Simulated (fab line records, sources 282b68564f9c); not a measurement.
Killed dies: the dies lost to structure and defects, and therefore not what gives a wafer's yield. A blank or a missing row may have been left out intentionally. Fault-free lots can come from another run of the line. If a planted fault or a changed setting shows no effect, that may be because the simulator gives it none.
fab line records    flow rit_cmos
record: lots: 7  wafers: 21  last_day: 5
route steps=202 shown REOX@99 NLDD@103 PLDD@114 SPACER@125 NSD@131
lots that met no fault: taken from a fault-free run of the same line
start_h: hours from the record's first day to the start of the lot's first wafer shown    wait_h: time in hours since the lot's previous step    " repeats the value in the row above    L1.1+2: a row that stands for several wafers    - no value present, or no start provided    * or withheld: withheld    < > ~ a bound
route shown NAME@n: names a module that has steps shown in the file, with the first one's number in the route    usual: the fault-free wafers' mean and standard deviation    same: alike in all rows    chamber/n: place in a boat    sites: per-site readings    _std_site: standard deviation of those values    _edge_site: inner sites' mean taken away from outer sites' mean    radius_mm: how far each site lies from the wafer's centre    mask NAME#n: copy n    behind: tool/chamber where the wafer was last shaped    hold: reason for holding the lot/hours on hold/outcome of the hold    device: whichever transistor did not switch (one of n, p or np)    end of line: tests run on the same wafers once the route is complete    a step with no rows: only its recipe    killed: not the wafer's yield, but the dies lost to structure and defects at the first sort    map: per-die view of a wafer (x killed, . not killed, _ where there is no die)
set.NAME: the setting that was run; set.NAME@STEP: the one run at that earlier step    model.NAME: the simulator's own value behind a step, which no gauge read
lots at selected steps of the route; one table per step, one row per wafer
services: the hour from which a tool's chamber was out of use, counted from the record's first day as start_h (under 0 if before that day), plus the number of hours and why
== steps ==
step: RIT_REOX_CLEAN_01
recipe: chemistry: dHF  dilution: 50:1  time_s: 30
step: RIT_REOX_CLEAN_02
recipe: chemistry: SC2  mix: 3:3:50  time_s: 600  temp_c: 75  dry: n2_spin
step: RIT_REOX_OXIDATION_03
recipe: temp_c: 900  ambient: O2  target_thk_a: 252  ox_time_s: 5580
step: RIT_REOX_THK_MEAS_04
recipe: reads: SiO2_of_REOX_OXIDATION_03
usual: REOX_OXIDE_THK: 25.3/0.5
lot.wafer  tool           chamber  start_h  wait_h  REOX_OXIDE_THK[nm]
L117.3     film_metro-03  -        40.43    0.0     25.0
L117.4     "              -        "        "       24.9
L117.6     "              -        "        "       24.6
L119.2     film_metro-04  -        50.15    0.0     26.4
L119.4     "              -        "        "       26.6
L119.6     "              -        "        "       26.0
L121.2     film_metro-04  -        59.98    0.0     25.4
L121.5     "              -        "        "       24.9
L121.6     "              -        "        "       24.8
L123.1     film_metro-02  -        70.46    0.0     26.0
L123.3     "              -        "        "       25.8
L123.6     "              -        "        "       25.7
L126.1     film_metro-04  -        85.18    0.0     25.4
L126.2     "              -        "        "       25.8
L126.6     "              -        "        "       25.2
L127.2     film_metro-02  -        90.28    0.0     25.4
L127.3     "              -        "        "       24.7
L127.6     "              -        "        "       25.3
L128.1     film_metro-02  -        94.61    0.0     26.0
L128.5     "              -        "        "       25.9
L128.6     "              -        "        "       25.8
step: RIT_NLDD_HMDS_00
recipe: prime_time_s: 60  prime_temp_c: 140
step: RIT_NLDD_COAT_01
recipe: resist: NOVOLAK  spin_rpm: 3250  resist_thk_nm: 1000
step: RIT_NLDD_SOFTBAKE_02
recipe: resist: NOVOLAK  temp_c: 90  time_s: 60
step: RIT_NLDD_EXPOSE_03
recipe: mask_id: M7  na: 0.57  target_cd_nm: 40700  dose_mj: 250
step: RIT_NLDD_PEB_04
recipe: resist: NOVOLAK  temp_c: withheld  time_s: withheld
step: RIT_NLDD_DEVELOP_05
recipe: resist: NOVOLAK  develop_time_s: 50  dev_temp_c: 23
step: RIT_NLDD_OVL_MEAS_06
usual: NLDD_OVL: 0.2/1.1
lot.wafer  tool        chamber  start_h  wait_h  NLDD_OVL[nm]
L117.3     overlay-02  -        41.46    -       1.3
L117.4     "           -        "        "       -0.9
L117.6     "           -        "        "       0.8
L119.2     overlay-01  -        51.19    -       0.0
L119.4     "           -        "        "       -0.4
L119.6     "           -        "        "       0.8
L121.2     overlay-01  -        61.01    -       -0.1
L121.5     "           -        "        "       0.3
L121.6     "           -        "        "       -0.5
L123.1     overlay-01  -        71.62    -       0.1
L123.3     "           -        "        "       -0.9
L123.6     "           -        "        "       -0.1
L126.1     overlay-01  -        86.09    -       1.3
L126.2     "           -        "        "       0.2
L126.6     "           -        "        "       1.8
L127.2     overlay-01  -        91.19    -       -0.4
L127.3     "           -        "        "       0.6
L127.6     "           -        "        "       0.1
L128.1     overlay-02  -        95.56    -       0.5
L128.5     "           -        "        "       1.9
L128.6     "           -        "        "       0.8
step: RIT_NLDD_HARDBAKE_07
recipe: resist: NOVOLAK  temp_c: 140  time_s: 60
step: RIT_NLDD_IMPLANT_08
recipe: species: P  energy_kev: 20  dose_cm2: 5e+14  tilt_deg: 7
usual: implant_ion_amu: 31/0  tilt_deg: 6.999/0.02
lot.wafer  tool          chamber  start_h  wait_h  implant_ion_amu  tilt_deg  model.implant.rp_nm  model.implant.drp_nm
L117.3     implanter-03  0        41.82    0.1     31               6.988     26.98                12.97
L117.4     "             0        "        "       31               6.980     26.98                12.97
L117.6     "             0        "        "       31               6.991     26.98                12.97
L119.2     implanter-02  0        51.39    0.1     31               7.021     26.83                12.97
L119.4     "             0        "        "       31               7.005     26.83                12.97
L119.6     "             0        "        "       31               6.997     26.83                12.97
L121.2     implanter-02  0        61.21    0.1     31               7.008     27.8                 12.97
L121.5     "             0        "        "       31               6.996     27.8                 12.97
L121.6     "             0        "        "       31               7.008     27.8                 12.97
L123.1     implanter-01  0        71.81    0.1     31               6.970     26.7                 12.97
L123.3     "             0        "        "       31               6.942     26.7                 12.97
L123.6     "             0        "        "       31               6.965     26.7                 12.97
L126.1     implanter-02  0        86.29    0.1     11               7.004     65.4                 28.34
L126.2     "             0        "        "       11               6.997     65.4                 28.34
L126.6     "             0        "        "       11               7.038     65.4                 28.34
L127.2     implanter-02  0        91.46    0.1     11               6.950     64.91                28.34
L127.3     "             0        "        "       11               6.959     64.91                28.34
L127.6     "             0        "        "       11               6.959     64.91                28.34
L128.1     implanter-02  0        95.75    0.1     11               6.993     67.02                28.34
L128.5     "             0        "        "       11               6.997     67.02                28.34
L128.6     "             0        "        "       11               7.000     67.02                28.34
step: RIT_NLDD_STRIP_09
recipe: chemistry: O2  time_s: 180  resist: NOVOLAK  platen_temp_c: withheld  power_w: 500  pressure_mtorr: 4000  o2_flow_sccm: 4000
usual: drypump_motor_current_A: 5.6/0.49
lot.wafer  tool             chamber  start_h  wait_h  drypump_motor_current_A  rf_hours_counter_h
L117.3     plasma_asher-03  0        41.98    0.1     6.7                      -
L117.4     "                1        "        "       5.7                      -
L117.6     "                1        "        "       5.7                      -
L119.2     plasma_asher-01  0        51.52    0.1     5.2                      17
L119.4     "                0        "        "       5.2                      -
L119.6     "                1        "        "       5.2                      -
L121.2     plasma_asher-03  1        61.34    0.1     5.7                      44
L121.5     "                0        "        "       6.7                      -
L121.6     "                1        "        "       5.7                      -
L123.1     plasma_asher-04  0        71.96    0.1     5.9                      45
L123.3     "                0        "        "       5.9                      -
L123.6     "                0        "        "       5.9                      -
L126.1     plasma_asher-03  1        86.44    0.1     5.7                      47
L126.2     "                0        "        "       6.7                      47
L126.6     "                1        "        "       5.7                      -
L127.2     plasma_asher-01  0        91.59    0.1     5.2                      22
L127.3     "                1        "        "       5.2                      -
L127.6     "                1        "        "       5.2                      -
L128.1     plasma_asher-03  1        95.90    0.1     5.7                      48
L128.5     "                0        "        "       6.7                      -
L128.6     "                1        "        "       5.7                      -
step: RIT_NLDD_TW_MEAS_10
usual: NLDD_TW: 2491/21
lot.wafer  tool           chamber  start_h  wait_h  NLDD_TW
L117.3     film_metro-01  -        42.11    0.1     2503
L117.4     "              -        "        "       2491
L117.6     "              -        "        "       2501
L119.2     film_metro-01  -        51.70    0.1     2492
L119.4     "              -        "        "       2495
L119.6     "              -        "        "       2499
L121.2     film_metro-04  -        61.52    0.1     2476
L121.5     "              -        "        "       2473
L121.6     "              -        "        "       2482
L123.1     film_metro-04  -        72.13    0.1     2486
L123.3     "              -        "        "       2495
L123.6     "              -        "        "       2490
L126.1     film_metro-01  -        86.62    0.1     1331
L126.2     "              -        "        "       1333
L126.6     "              -        "        "       1329
L127.2     film_metro-01  -        91.77    0.1     1327
L127.3     "              -        "        "       1329
L127.6     "              -        "        "       1328
L128.1     film_metro-01  -        96.07    0.1     1327
L128.5     "              -        "        "       1321
L128.6     "              -        "        "       1328
step: RIT_PLDD_HMDS_00
recipe: prime_time_s: 60  prime_temp_c: 140
step: RIT_PLDD_COAT_01
recipe: resist: NOVOLAK  spin_rpm: 3250  resist_thk_nm: 1000
step: RIT_PLDD_SOFTBAKE_02
recipe: resist: NOVOLAK  temp_c: 90  time_s: 60
step: RIT_PLDD_EXPOSE_03
recipe: mask_id: M8  na: 0.57  target_cd_nm: 40900  dose_mj: 250
step: RIT_PLDD_PEB_04
recipe: resist: NOVOLAK  temp_c: withheld  time_s: withheld
step: RIT_PLDD_DEVELOP_05
recipe: resist: NOVOLAK  develop_time_s: 50  dev_temp_c: 23
step: RIT_PLDD_OVL_MEAS_06
usual: PLDD_OVL: 0.0/1.1
lot.wafer  tool        chamber  start_h  wait_h  PLDD_OVL[nm]
L117.3     overlay-02  -        43.14    -       0.4
L117.4     "           -        "        "       -0.9
L117.6     "           -        "        "       0.6
L119.2     overlay-01  -        52.61    -       0.9
L119.4     "           -        "        "       -1.4
L119.6     "           -        "        "       0.5
L121.2     overlay-02  -        62.43    -       -1.5
L121.5     "           -        "        "       -0.1
L121.6     "           -        "        "       0.6
L123.1     overlay-01  -        73.17    -       0.1
L123.3     "           -        "        "       -1.5
L123.6     "           -        "        "       -0.6
L126.1     overlay-01  -        87.53    -       -1.3
L126.2     "           -        "        "       0.6
L126.6     "           -        "        "       1.4
L127.2     overlay-01  -        92.68    -       0.6
L127.3     "           -        "        "       1.1
L127.6     "           -        "        "       3.2
L128.1     overlay-01  -        97.13    -       -1.8
L128.5     "           -        "        "       -1.8
L128.6     "           -        "        "       -1.9
step: RIT_PLDD_HARDBAKE_07
recipe: resist: NOVOLAK  temp_c: 140  time_s: 60
step: RIT_PLDD_IMPLANT_08
recipe: species: BF2  energy_kev: 20  dose_cm2: 9e+14  tilt_deg: 7
step: RIT_PLDD_STRIP_09
recipe: chemistry: O2  time_s: 180  resist: NOVOLAK  platen_temp_c: withheld  power_w: 500  pressure_mtorr: 4000  o2_flow_sccm: 4000
usual: drypump_motor_current_A: 5.6/0.36
lot.wafer  tool             chamber  start_h  wait_h  drypump_motor_current_A  rf_hours_counter_h
L117.3     plasma_asher-04  0        43.52    0.1     5.9                      -
L117.4     "                1        "        "       5.7                      -
L117.6     "                1        "        "       5.7                      -
L119.2     plasma_asher-01  1        52.94    0.1     5.2                      17
L119.4     "                0        "        "       5.2                      -
L119.6     "                1        "        "       5.2                      -
L121.2     plasma_asher-02  0        62.76    0.1     6.2                      45
L121.5     "                0        "        "       6.2                      -
L121.6     "                1        "        "       5.1                      -
L123.1     plasma_asher-04  0        73.50    0.1     5.9                      45
L123.3     "                0        "        "       5.9                      -
L123.6     "                0        "        "       5.9                      -
L126.1     plasma_asher-04  1        87.86    0.1     5.7                      46
L126.2     "                0        "        "       5.9                      46
L126.6     "                0        "        "       5.9                      -
L127.2     plasma_asher-01  1        93.01    0.1     5.2                      22
L127.3     "                0        "        "       5.2                      -
L127.6     "                1        "        "       5.2                      -
L128.1     plasma_asher-01  1        97.47    0.1     5.2                      22
L128.5     "                1        "        "       5.2                      -
L128.6     "                0        "        "       5.2                      -
step: RIT_PLDD_TW_MEAS_10
usual: PLDD_TW: 2345/23
lot.wafer  tool           chamber  start_h  wait_h  PLDD_TW
L117.3     film_metro-01  -        43.66    0.1     2358
L117.4     "              -        "        "       2365
L117.6     "              -        "        "       2352
L119.2     film_metro-01  -        53.12    0.1     2365
L119.4     "              -        "        "       2348
L119.6     "              -        "        "       2355
L121.2     film_metro-01  -        62.94    0.1     2353
L121.5     "              -        "        "       2361
L121.6     "              -        "        "       2361
L123.1     film_metro-03  -        73.68    0.1     2375
L123.3     "              -        "        "       2366
L123.6     "              -        "        "       2371
L126.1     film_metro-03  -        88.04    0.1     2362
L126.2     "              -        "        "       2376
L126.6     "              -        "        "       2369
L127.2     film_metro-01  -        93.19    0.1     2353
L127.3     "              -        "        "       2359
L127.6     "              -        "        "       2353
L128.1     film_metro-03  -        97.64    0.1     2362
L128.5     "              -        "        "       2362
L128.6     "              -        "        "       2359
step: RIT_SPACER_CLEAN_00
recipe: chemistry: SC1  mix: 3:3:50  time_s: 600  temp_c: 75
step: RIT_SPACER_CLEAN_01
recipe: chemistry: dHF  dilution: 50:1  time_s: 30
step: RIT_SPACER_CLEAN_02
recipe: chemistry: SC2  mix: 3:3:50  time_s: 600  temp_c: 75  dry: n2_spin
step: RIT_SPACER_CVD_03
recipe: material: Si3N4  target_thk_nm: 250  temp_c: 810  precursor: SiH2Cl2/NH3  time_s: 3300  pressure_mtorr: 300  sih2cl2_flow_sccm: 60  nh3_flow_sccm: 150
step: RIT_SPACER_THK_MEAS_04
recipe: reads: Si3N4_of_SPACER_CVD_03
usual: SPACER_NITRIDE_THK: 251.3/2.3
lot.wafer  tool           chamber  start_h  wait_h  SPACER_NITRIDE_THK[nm]
L117.3     film_metro-01  -        46.00    0.0     251.5
L117.4     "              -        "        "       249.4
L117.6     "              -        "        "       250.1
L119.2     film_metro-01  -        55.46    0.0     250.9
L119.4     "              -        "        "       247.8
L119.6     "              -        "        "       250.8
L121.2     film_metro-04  -        65.29    0.0     254.9
L121.5     "              -        "        "       254.9
L121.6     "              -        "        "       254.4
L123.1     film_metro-04  -        76.05    0.0     252.8
L123.3     "              -        "        "       250.9
L123.6     "              -        "        "       253.9
L126.1     film_metro-01  -        90.45    0.0     252.4
L126.2     "              -        "        "       250.6
L126.6     "              -        "        "       248.1
L127.2     film_metro-04  -        95.54    0.0     249.0
L127.3     "              -        "        "       249.7
L127.6     "              -        "        "       250.6
L128.1     film_metro-04  -        100.18   0.0     249.0
L128.5     "              -        "        "       249.8
L128.6     "              -        "        "       250.9
step: RIT_SPACER_ETCHBACK_05
recipe: target_depth_a: 2500  SF6_flow_sccm: 30  CHF3_flow_sccm: 30  target: Si3N4  chemistry: SF6/CHF3  pressure_mtorr: 40  rf_w: 250  time_s: 240  stop_on: SiO2
usual: drypump_motor_current_A: 5.7/0.46  oes_product_au: 0.843/0.012  throttle_valve_pct: 10.24/0.15
lot.wafer  tool         chamber  start_h  wait_h  drypump_motor_current_A  oes_product_au  rf_hours_counter_h  throttle_valve_pct
L117.3     rie_diel-01  2        46.04    0.0     5.7                      0.851           23                  10.13
L117.4     "            0        "        "       5.5                      0.808           114                 10.44
L117.6     "            1        "        "       6.4                      0.822           -                   10.38
L119.2     rie_diel-04  1        55.51    0.0     5.0                      0.838           64                  10.32
L119.4     "            2        "        "       6.8                      0.839           11                  10.33
L119.6     "            0        "        "       6.1                      0.846           -                   10.38
L121.2     rie_diel-02  0        65.34    0.0     5.4                      0.843           93                  9.98
L121.5     "            2        "        "       5.8                      0.849           -                   10.23
L121.6     "            3        "        "       6.0                      0.858           -                   9.99
L123.1     rie_diel-01  3        76.11    0.1     5.1                      0.854           98                  10.25
L123.3     "            2        "        "       5.7                      0.846           24                  10.12
L123.6     "            2        "        "       5.7                      0.853           -                   10.13
L126.1     rie_diel-02  2        90.51    0.1     5.8                      0.854           58                  10.24
L126.2     "            0        "        "       5.4                      0.846           93                  9.98
L126.6     "            0        "        "       5.4                      0.838           -                   9.97
L127.2     rie_diel-01  1        95.59    0.0     6.4                      0.820           151                 10.38
L127.3     "            0        "        "       5.5                      0.807           115                 10.43
L127.6     "            3        "        "       5.2                      0.842           -                   10.25
L128.1     rie_diel-01  3        100.24   0.1     5.2                      0.841           98                  10.24
L128.5     "            3        "        "       5.2                      0.846           -                   10.26
L128.6     "            2        "        "       5.7                      0.846           -                   10.14
step: RIT_NSD_HMDS_00
recipe: prime_time_s: 60  prime_temp_c: 140
step: RIT_NSD_COAT_01
recipe: resist: NOVOLAK  spin_rpm: 3250  resist_thk_nm: 1000
step: RIT_NSD_SOFTBAKE_02
recipe: resist: NOVOLAK  temp_c: 90  time_s: 60
step: RIT_NSD_EXPOSE_03
recipe: mask_id: M9  na: 0.57  target_cd_nm: 40700  dose_mj: 250
step: RIT_NSD_PEB_04
recipe: resist: NOVOLAK  temp_c: withheld  time_s: withheld
step: RIT_NSD_DEVELOP_05
recipe: resist: NOVOLAK  develop_time_s: 50  dev_temp_c: 23
step: RIT_NSD_OVL_MEAS_06
usual: NSD_OVL: 0.0/1.4
lot.wafer  tool        chamber  start_h  wait_h  NSD_OVL[nm]
L117.3     overlay-02  -        47.06    -       -2.0
L117.4     "           -        "        "       -1.9
L117.6     "           -        "        "       -1.5
L119.2     overlay-01  -        56.65    -       1.6
L119.4     "           -        "        "       0.2
L119.6     "           -        "        "       1.6
L121.2     overlay-01  -        66.47    -       -2.4
L121.5     "           -        "        "       0.3
L121.6     "           -        "        "       -1.4
L123.1     overlay-01  -        77.11    -       3.3
L123.3     "           -        "        "       2.9
L123.6     "           -        "        "       2.2
L126.1     overlay-02  -        91.51    -       2.1
L126.2     "           -        "        "       0.2
L126.6     "           -        "        "       2.4
L127.2     overlay-01  -        96.59    -       2.1
L127.3     "           -        "        "       -0.7
L127.6     "           -        "        "       1.4
L128.1     overlay-02  -        101.24   -       0.9
L128.5     "           -        "        "       -3.2
L128.6     "           -        "        "       -0.5
step: RIT_NSD_HARDBAKE_07
recipe: resist: NOVOLAK  temp_c: 140  time_s: 60
step: RIT_NSD_IMPLANT_08
recipe: species: P  energy_kev: 25  dose_cm2: 1e+15  tilt_deg: 7
step: RIT_NSD_STRIP_09
recipe: chemistry: O2  time_s: 180  resist: NOVOLAK  platen_temp_c: withheld  power_w: 500  pressure_mtorr: 4000  o2_flow_sccm: 4000
usual: drypump_motor_current_A: 5.8/0.59
lot.wafer  tool             chamber  start_h  wait_h  drypump_motor_current_A  rf_hours_counter_h
L117.3     plasma_asher-02  1        47.44    0.1     5.1                      -
L117.4     "                0        "        "       6.1                      -
L117.6     "                1        "        "       5.2                      -
L119.2     plasma_asher-03  1        56.98    0.1     5.7                      44
L119.4     "                1        "        "       5.7                      -
L119.6     "                1        "        "       5.7                      -
L121.2     plasma_asher-03  1        66.80    0.1     5.7                      45
L121.5     "                0        "        "       6.7                      -
L121.6     "                1        "        "       5.7                      -
L123.1     plasma_asher-02  1        77.45    0.1     5.1                      47
L123.3     "                0        "        "       6.2                      -
L123.6     "                1        "        "       5.1                      -
L126.1     plasma_asher-02  0        91.84    0.1     6.2                      48
L126.2     "                1        "        "       5.2                      48
L126.6     "                0        "        "       6.2                      -
L127.2     plasma_asher-02  0        96.92    0.1     6.1                      49
L127.3     "                0        "        "       6.2                      -
L127.6     "                1        "        "       5.1                      -
L128.1     plasma_asher-03  0        101.69   0.1     6.7                      49
L128.5     "                0        "        "       6.6                      -
L128.6     "                1        "        "       5.7                      -
step: RIT_SDANNEAL_RS_MEAS_07
recipe: thk_meas_gauge: four-point-probe
usual: NLDD_RS: 151.6/0.47
lot.wafer  tool           chamber  start_h  wait_h  NLDD_RS[ohm/sq]
L117.3     film_metro-04  -        49.86    0.1     151.3
L117.4     "              -        "        "       152.0
L117.6     "              -        "        "       152.1
L119.2     film_metro-01  -        59.58    0.1     151.1
L119.4     "              -        "        "       151.7
L119.6     "              -        "        "       151.2
L121.2     film_metro-04  -        69.39    0.1     152.0
L121.5     "              -        "        "       151.8
L121.6     "              -        "        "       152.0
L123.1     film_metro-04  -        80.03    0.1     151.0
L123.3     "              -        "        "       151.3
L123.6     "              -        "        "       151.6
L126.1     film_metro-01  -        94.44    0.1     81.3
L126.2     "              -        "        "       81.4
L126.6     "              -        "        "       81.3
L127.2     film_metro-04  -        99.86    0.1     81.8
L127.3     "              -        "        "       81.6
L127.6     "              -        "        "       81.5
L128.1     film_metro-04  -        104.37   0.1     81.4
L128.5     "              -        "        "       81.7
L128.6     "              -        "        "       81.5
== services ==
tool          chamber  start_h  hours  kind
rie_diel-02   -        21.92    0.6    repair
rie_diel-01   -        23.02    0.5    repair
implanter-03  -        23.31    1.1    repair
implanter-02  -        26.43    3.8    repair
implanter-01  -        43.62    3.7    pm
implanter-02  -        57.03    3.3    repair
implanter-03  -        58.39    4.1    pm
rie_diel-02   2        59.42    3.3    repair
rie_diel-04   3        91.18    26.1   repair
== key ==
first_sign: step: RIT_NLDD_IMPLANT_08  reading: implant_ion_amu  direction: down  sigmas: 99+  usual: 31  struck: 11
effect: step: RIT_NLDD_TW_MEAS_10  reading: NLDD_TW  direction: down  sigmas: 56  usual: 2491  struck: 1328
effect: step: RIT_SDANNEAL_RS_MEAS_07  reading: NLDD_RS  direction: down  sigmas: 99+  usual: 151.6  struck: 81.5
model_effect: step: RIT_NLDD_IMPLANT_08  value: implant.rp_nm  without: 27.8  struck: 65.78
met_at RIT_NLDD_IMPLANT_08
struck_wafers L126.1,L126.2,L126.6,L127.2,L127.3,L127.6,L128.1,L128.5,L128.6
sort_left_out L126.1,L126.2,L126.6,L127.2,L127.3,L127.6,L128.1,L128.5,L128.6
tester_left_out L126,L127,L128
onset_between 71.81 86.29
fault: kind: wrong_recipe_download  tool: implanter-01,implanter-02,implanter-03  chamber: -  onset_h: 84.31  steps: RIT_NLDD_IMPLANT_08  wrong_recipe.not_listed: 1
tester_left_out: of these lots the tester's yield and bins aren't shown, on N5 and GAA mostly nor the transistor test; their killed dies are dies lost to structure and defects alone, not to doping, threshold or leakage, so they don't give the yield
sort_left_out: the simulated sort isn't trusted on such a fault, so these wafers' sort isn't shown, and their yield isn't known
